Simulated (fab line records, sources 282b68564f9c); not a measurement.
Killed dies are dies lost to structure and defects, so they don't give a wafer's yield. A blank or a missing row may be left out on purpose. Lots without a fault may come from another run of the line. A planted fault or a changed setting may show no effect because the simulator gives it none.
fab line records | flow rit_cmos
record lots=7 wafers=21 last_day=7
route steps=202 shown PSD@150 SDANNEAL@153 NSD@158 PLDD@159 NLDD@160 SILICIDE@161
lots that met no fault: from a run of the same line without faults
start_h: hours from the record's first day to the start of the lot's first wafer shown | wait_h: hours since the lot's step before | " the same as in the row above | L1.1+2: a row that stands for several wafers | - no value, or no start given | * or withheld: withheld | < > ~ a bound
route shown NAME@n: a module of which the file shows steps, and the number in the route of the first | usual: mean/standard deviation of fault-free wafers | same: alike in all rows | chamber/n: place in a boat | sites: the reading at each site | _std_site: their standard deviation | _edge_site: outer sites' mean less inner sites' | radius_mm: how far each site lies from the wafer's centre | mask NAME#n: copy n | behind: the tool/chamber that last shaped the wafer | hold: why the lot was held/for how many hours/how that ended | device: the transistor (n, p or np) that didn't switch | end of line: the same wafers' tests at the end of the route | a step without rows: its recipe alone | killed: dies lost to structure and defects at the first sort, not the wafer's yield | map: a wafer's dies, x killed, . not, _ none there
set.NAME: the setting as run; set.NAME@STEP: as run at that earlier step | model.NAME: the simulator's own value behind a step, which no gauge read
lots at some steps of the route; a table a step, a row a wafer
services: from which hour (start_h, from the record's first day; less than 0 if before it) a tool's chamber was out of use, for how many hours, and why
## steps
# step RIT_PSD_IMPLANT_08
# recipe species=BF2 energy_kev=27 dose_cm2=4.937e+15 tilt_deg=7
# step RIT_PSD_STRIP_09
# recipe chemistry=O2 time_s=180 resist=NOVOLAK platen_temp_c=withheld power_w=500 pressure_mtorr=4000 o2_flow_sccm=4000
# usual drypump_motor_current_A=5.7/0.32 rf_refl_power_W=7.4/1.1
# columns lot.wafer tool chamber start_h wait_h drypump_motor_current_A rf_hours_counter_h rf_refl_power_W
L970.1 plasma_asher-01 0 59.23 0.1 5.3 41 5.8
L970.4 " 0 " " 5.3 - 5.5
L970.5 " 1 " " 6.2 - 7.2
L980.3 plasma_asher-04 1 107.69 0.1 5.3 - 7.3
L980.5 " 1 " " 5.3 - 7.3
L980.6 " 0 " " 5.7 - 8.5
L981.3 plasma_asher-04 1 116.06 0.1 5.3 - 7.2
L981.4 " 0 " " 5.7 - 8.2
L981.6 " 1 " " 5.4 - 6.4
L982.1 plasma_asher-01 1 118.41 0.1 6.2 0 7.3
L982.4 " 0 " " 5.3 - 5.5
L982.6 " 1 " " 6.2 - 7.0
L983.1 plasma_asher-04 0 124.12 0.1 5.7 34 8.3
L983.4 " 1 " " 5.3 - 7.3
L983.6 " 0 " " 5.7 - 8.5
L986.3 plasma_asher-01 1 143.14 0.1 6.2 - 6.8
L986.5 " 1 " " 6.2 - 6.9
L986.6 " 0 " " 5.3 - 5.6
L989.3 plasma_asher-02 0 160.05 0.1 6.0 - 9.0
L989.4 " 1 " " 5.7 - 6.6
L989.6 " 1 " " 5.7 - 7.4
# step RIT_PSD_TW_MEAS_10
# usual PSD_TW=3422/31
# columns lot.wafer tool chamber start_h wait_h PSD_TW
L970.1 film_metro-01 - 59.40 0.1 3444
L970.4 " - " " 3449
L970.5 " - " " 3448
L980.3 film_metro-02 - 107.83 0.1 3389
L980.5 " - " " 3396
L980.6 " - " " 3406
L981.3 film_metro-02 - 116.20 0.1 3383
L981.4 " - " " 3403
L981.6 " - " " 3406
L982.1 film_metro-02 - 118.59 0.1 3395
L982.4 " - " " 3397
L982.6 " - " " 3408
L983.1 film_metro-02 - 124.29 0.1 3425
L983.4 " - " " 3419
L983.6 " - " " 3429
L986.3 film_metro-04 - 143.28 0.1 3434
L986.5 " - " " 3411
L986.6 " - " " 3436
L989.3 film_metro-04 - 160.19 0.1 3404
L989.4 " - " " 3397
L989.6 " - " " 3412
# step RIT_SDANNEAL_CLEAN_00
# recipe chemistry=SC1 mix=3:3:50 time_s=600 temp_c=75
# step RIT_SDANNEAL_CLEAN_01
# recipe chemistry=dHF dilution=50:1 time_s=30
# step RIT_SDANNEAL_CLEAN_02
# recipe chemistry=SC2 mix=3:3:50 time_s=600 temp_c=75 dry=n2_spin
# step RIT_SDANNEAL_RTA_03
# recipe temp_c=1050 time_s=5 idle_temp_c=600 ramp_up_c_per_s=342 ramp_down_c_per_s=171 cool_to_c=600 ambient=N2
# usual ramp_down_c_per_s=171.00/0.029 wafer_temp_C_max=1053.5/1.3
# columns lot.wafer tool chamber start_h wait_h ramp_down_c_per_s wafer_temp_C_max
L970.1 rtp_anneal-02 0 59.83 0.0 171.01 1053.0
L970.4 " 0 " " 171.01 1053.1
L970.5 " 0 " " 171.01 1053.1
L980.3 rtp_anneal-02 0 108.28 0.0 171.00 1052.6
L980.5 " 0 " " 170.97 1053.8
L980.6 " 0 " " 170.97 1052.5
L981.3 rtp_anneal-01 0 116.64 0.0 171.04 1052.8
L981.4 " 0 " " 171.00 1056.7
L981.6 " 0 " " 170.97 1052.3
L982.1 rtp_anneal-02 0 119.02 0.0 171.02 1053.1
L982.4 " 0 " " 170.98 1055.3
L982.6 " 0 " " 170.97 1054.4
L983.1 rtp_anneal-01 0 124.79 0.0 170.95 1056.9
L983.4 " 0 " " 171.02 1054.7
L983.6 " 0 " " 171.02 1052.4
L986.3 rtp_anneal-02 0 143.71 0.0 171.02 1052.8
L986.5 " 0 " " 171.02 1053.5
L986.6 " 0 " " 171.04 1052.4
L989.3 rtp_anneal-01 0 160.81 0.0 171.00 1052.7
L989.4 " 0 " " 170.98 1052.3
L989.6 " 0 " " 170.99 1051.4
# step RIT_SDANNEAL_RS_MEAS_04
# recipe thk_meas_gauge=four-point-probe
# usual PSD_RS=115.97/0.24
# columns lot.wafer tool chamber start_h wait_h PSD_RS[ohm/sq]
L970.1 film_metro-04 - 59.89 0.0 115.81
L970.4 " - " " 115.99
L970.5 " - " " 115.56
L980.3 film_metro-04 - 108.36 0.1 116.10
L980.5 " - " " 116.18
L980.6 " - " " 116.04
L981.3 film_metro-04 - 116.72 0.1 116.13
L981.4 " - " " 115.72
L981.6 " - " " 115.85
L982.1 film_metro-01 - 119.07 0.0 115.91
L982.4 " - " " 115.96
L982.6 " - " " 115.73
L983.1 film_metro-04 - 124.85 0.0 116.34
L983.4 " - " " 115.72
L983.6 " - " " 115.66
L986.3 film_metro-04 - 143.79 0.1 116.13
L986.5 " - " " 115.92
L986.6 " - " " 115.92
L989.3 film_metro-04 - 160.89 0.1 115.50
L989.4 " - " " 115.82
L989.6 " - " " 116.44
# step RIT_SDANNEAL_RS_MEAS_05
# recipe thk_meas_gauge=four-point-probe
# usual NSD_RS=84.47/0.25
# columns lot.wafer tool chamber start_h wait_h NSD_RS[ohm/sq]
L970.1 film_metro-04 - 60.01 0.1 84.56
L970.4 " - " " 84.54
L970.5 " - " " 84.15
L980.3 film_metro-04 - 108.48 0.1 84.42
L980.5 " - " " 84.40
L980.6 " - " " 84.19
L981.3 film_metro-04 - 116.84 0.1 84.79
L981.4 " - " " 84.30
L981.6 " - " " 84.91
L982.1 film_metro-01 - 119.19 0.1 84.53
L982.4 " - " " 84.84
L982.6 " - " " 84.50
L983.1 film_metro-04 - 124.97 0.1 84.02
L983.4 " - " " 84.45
L983.6 " - " " 84.32
L986.3 film_metro-04 - 143.91 0.1 84.33
L986.5 " - " " 84.51
L986.6 " - " " 84.84
L989.3 film_metro-04 - 161.01 0.1 84.62
L989.4 " - " " 84.74
L989.6 " - " " 84.78
# step RIT_SDANNEAL_RS_MEAS_06
# recipe thk_meas_gauge=four-point-probe
# usual PLDD_RS=178.6/0.56
# columns lot.wafer tool chamber start_h wait_h PLDD_RS[ohm/sq]
L970.1 film_metro-04 - 60.13 0.1 178.0
L970.4 " - " " 178.2
L970.5 " - " " 177.8
L980.3 film_metro-04 - 108.60 0.1 178.7
L980.5 " - " " 178.6
L980.6 " - " " 179.2
L981.3 film_metro-04 - 116.96 0.1 179.0
L981.4 " - " " 179.1
L981.6 " - " " 179.1
L982.1 film_metro-01 - 119.31 0.1 179.1
L982.4 " - " " 179.2
L982.6 " - " " 179.3
L983.1 film_metro-04 - 125.09 0.1 179.1
L983.4 " - " " 178.7
L983.6 " - " " 179.2
L986.3 film_metro-04 - 144.03 0.1 178.6
L986.5 " - " " 178.7
L986.6 " - " " 178.8
L989.3 film_metro-04 - 161.13 0.1 177.5
L989.4 " - " " 178.0
L989.6 " - " " 178.1
# step RIT_SDANNEAL_RS_MEAS_07
# recipe thk_meas_gauge=four-point-probe
# usual NLDD_RS=149.0/0.48
# columns lot.wafer tool chamber start_h wait_h NLDD_RS[ohm/sq]
L970.1 film_metro-04 - 60.25 0.1 149.5
L970.4 " - " " 148.7
L970.5 " - " " 149.2
L980.3 film_metro-04 - 108.72 0.1 149.0
L980.5 " - " " 148.2
L980.6 " - " " 148.8
L981.3 film_metro-04 - 117.08 0.1 148.9
L981.4 " - " " 149.4
L981.6 " - " " 149.1
L982.1 film_metro-01 - 119.43 0.1 149.4
L982.4 " - " " 149.5
L982.6 " - " " 149.3
L983.1 film_metro-04 - 125.21 0.1 148.9
L983.4 " - " " 149.2
L983.6 " - " " 149.1
L986.3 film_metro-04 - 144.15 0.1 149.5
L986.5 " - " " 149.1
L986.6 " - " " 149.7
L989.3 film_metro-04 - 161.25 0.1 149.2
L989.4 " - " " 149.3
L989.6 " - " " 149.2
# step RIT_SILICIDE_WET_ETCH_00
# recipe chemistry=BOE target=SiO2 target_depth_nm=14 time_s=15 dry=n2_spin dilution=10:1 temp_c=21.5
# step RIT_SILICIDE_SPUTTER_01
# recipe material=Ti target_thk_nm=30 power_w=350 chamber_pressure_pa=0.667 gas=Ar time_s=240 substrate_temp_c=25
# usual cathode_dc_power_W=350.00/0.059 chamber_pressure_pa=0.6669/0.0014 throttle_valve_pct=30.0/1
# columns lot.wafer tool chamber start_h wait_h cathode_dc_power_W chamber_pressure_pa throttle_valve_pct
L970.1 pvd_sputter-02 - 60.38 0.0 350.05 0.6673 30.0
L970.4 " - " " 350.04 0.6664 29.1
L970.5 " - " " 349.98 0.6657 31.0
L980.3 pvd_sputter-01 - 108.82 0.0 - - -
L980.5 " - " " - - -
L980.6 " - " " - - -
L981.3 pvd_sputter-03 - 117.17 0.0 - - -
L981.4 " - " " - - -
L981.6 " - " " - - -
L982.1 pvd_sputter-01 - 119.57 0.0 - - -
L982.4 " - " " - - -
L982.6 " - " " - - -
L983.1 pvd_sputter-03 - 125.34 0.0 349.98 0.6657 30.4
L983.4 " - " " 349.95 0.6660 29.7
L983.6 " - " " 350.01 0.6657 30.5
L986.3 pvd_sputter-01 - 144.24 0.0 350.01 0.6685 29.6
L986.5 " - " " 350.03 0.6718 28.7
L986.6 " - " " 349.95 0.6683 29.7
L989.3 pvd_sputter-03 - 161.34 0.0 350.06 0.6667 29.7
L989.4 " - " " 350.04 0.6666 30.5
L989.6 " - " " 349.92 0.6664 30.5
# step RIT_SILICIDE_RS_MEAS_02
# recipe thk_meas_gauge=four-point-probe reads=Ti_of_SILICIDE_SPUTTER_01
# usual SILICIDE_TI_RS=48.0/0.81
# columns lot.wafer tool chamber start_h wait_h SILICIDE_TI_RS[ohm/sq]
L970.1 film_metro-03 - 60.53 0.1 47.2
L970.4 " - " " 46.9
L970.5 " - " " 46.7
L980.3 film_metro-02 - 109.01 0.1 -
L980.5 " - " " -
L980.6 " - " " -
L981.3 film_metro-02 - 117.36 0.1 -
L981.4 " - " " -
L981.6 " - " " -
L982.1 film_metro-03 - 119.72 0.1 -
L982.4 " - " " -
L982.6 " - " " -
L983.1 film_metro-02 - 125.49 0.1 48.1
L983.4 " - " " 48.5
L983.6 " - " " 47.5
L986.3 film_metro-03 - 144.43 0.1 48.9
L986.5 " - " " 49.2
L986.6 " - " " 48.7
L989.3 film_metro-04 - 161.53 0.1 48.7
L989.4 " - " " 48.1
L989.6 " - " " 48.6
# step RIT_SILICIDE_THK_MEAS_03
# recipe thk_meas_gauge=xrf reads=Ti_of_SILICIDE_SPUTTER_01
# usual SILICIDE_TI_THK=29.6/0.45
# columns lot.wafer tool chamber start_h wait_h SILICIDE_TI_THK[nm]
L970.1 film_metro-03 - 60.65 0.1 30.2
L970.4 " - " " 30.4
L970.5 " - " " 30.4
L980.3 film_metro-02 - 109.11 0.1 <0.0
L980.5 " - " " <0.0
L980.6 " - " " <0.0
L981.3 film_metro-02 - 117.46 0.1 <0.0
L981.4 " - " " <0.0
L981.6 " - " " <0.0
L982.1 film_metro-03 - 119.84 0.1 <0.0
L982.4 " - " " <0.0
L982.6 " - " " <0.0
L983.1 film_metro-02 - 125.61 0.1 29.6
L983.4 " - " " 29.6
L983.6 " - " " 30.1
L986.3 film_metro-03 - 144.53 0.1 29.3
L986.5 " - " " 29.2
L986.6 " - " " 29.4
L989.3 film_metro-04 - 161.63 0.1 29.2
L989.4 " - " " 29.3
L989.6 " - " " 29.2
# step RIT_SILICIDE_RTA_04
# recipe temp_c=650 time_s=10 idle_temp_c=25 ramp_up_s=5 ramp_down_s=5 cool_to_c=25 ambient=N2
# usual wafer_temp_C_max=653.3/0.72
# columns lot.wafer tool chamber start_h wait_h wafer_temp_C_max
L970.1 rtp_anneal-01 0 60.71 0.1 652.9
L970.4 " 0 " " 652.8
L970.5 " 0 " " 652.4
L980.3 rtp_anneal-01 0 109.17 0.1 653.2
L980.5 " 0 " " 653.4
L980.6 " 0 " " 652.8
L981.3 rtp_anneal-02 0 117.53 0.1 653.2
L981.4 " 0 " " 653.3
L981.6 " 0 " " 653.4
L982.1 rtp_anneal-01 0 119.90 0.1 653.7
L982.4 " 0 " " 652.9
L982.6 " 0 " " 653.1
L983.1 rtp_anneal-02 0 125.67 0.1 653.4
L983.4 " 0 " " 654.0
L983.6 " 0 " " 653.6
L986.3 rtp_anneal-01 0 144.59 0.1 653.0
L986.5 " 0 " " 653.3
L986.6 " 0 " " 653.6
L989.3 rtp_anneal-02 0 161.69 0.1 653.8
L989.4 " 0 " " 654.8
L989.6 " 0 " " 654.3
## services
# columns tool chamber start_h hours kind
pvd_sputter-03 - 59.59 2.9 repair
pvd_sputter-03 - 63.19 5.3 repair
rtp_anneal-01 - 69.45 3.5 pm
pvd_sputter-02 - 104.56 4.8 repair
plasma_asher-01 - 108.75 9.0 pm
plasma_asher-01 0 108.75 9.0 vent_cycle
plasma_asher-01 1 108.75 9.0 vent_cycle
plasma_asher-01 0 117.75 - clean
plasma_asher-01 1 117.75 - clean
pvd_sputter-03 - 128.82 16.5 repair
plasma_asher-04 - 130.92 14.6 repair
pvd_sputter-02 - 133.29 6.5 repair
## key
first_sign step=RIT_SILICIDE_SPUTTER_01 reading=tool_record direction=missing
effect step=RIT_SILICIDE_RS_MEAS_02 reading=SILICIDE_TI_RS direction=missing
effect step=RIT_SILICIDE_THK_MEAS_03 reading=SILICIDE_TI_THK direction=down sigmas=66 usual=29.6 struck=<0.0
met_at RIT_SILICIDE_SPUTTER_01
struck_wafers L980.3,L980.5,L980.6,L981.3,L981.4,L981.6,L982.1,L982.4,L982.6
later_rows_left_out L980.3,L980.5,L980.6,L981.3,L981.4,L981.6,L982.1,L982.4,L982.6
sort_left_out L980.3,L980.5,L980.6,L981.3,L981.4,L981.6,L982.1,L982.4,L982.6
tester_left_out L980,L981,L982
fault kind=skipped_step_whole tool=pvd_sputter-01,pvd_sputter-03 chamber=- onset_h=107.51 steps=RIT_SILICIDE_SPUTTER_01 scope=struck_lots_only
# tester_left_out: of these lots the tester's yield and bins aren't shown, on N5 and GAA mostly nor the transistor test; their killed dies are dies lost to structure and defects alone, not to doping, threshold or leakage, so they don't give the yield
# sort_left_out: the simulated sort isn't trusted on such a fault, so these wafers' sort isn't shown, and their yield isn't known
# later_rows_left_out: the simulator's readings of these wafers behind a module that went badly wrong aren't trusted and aren't shown, but for the sort
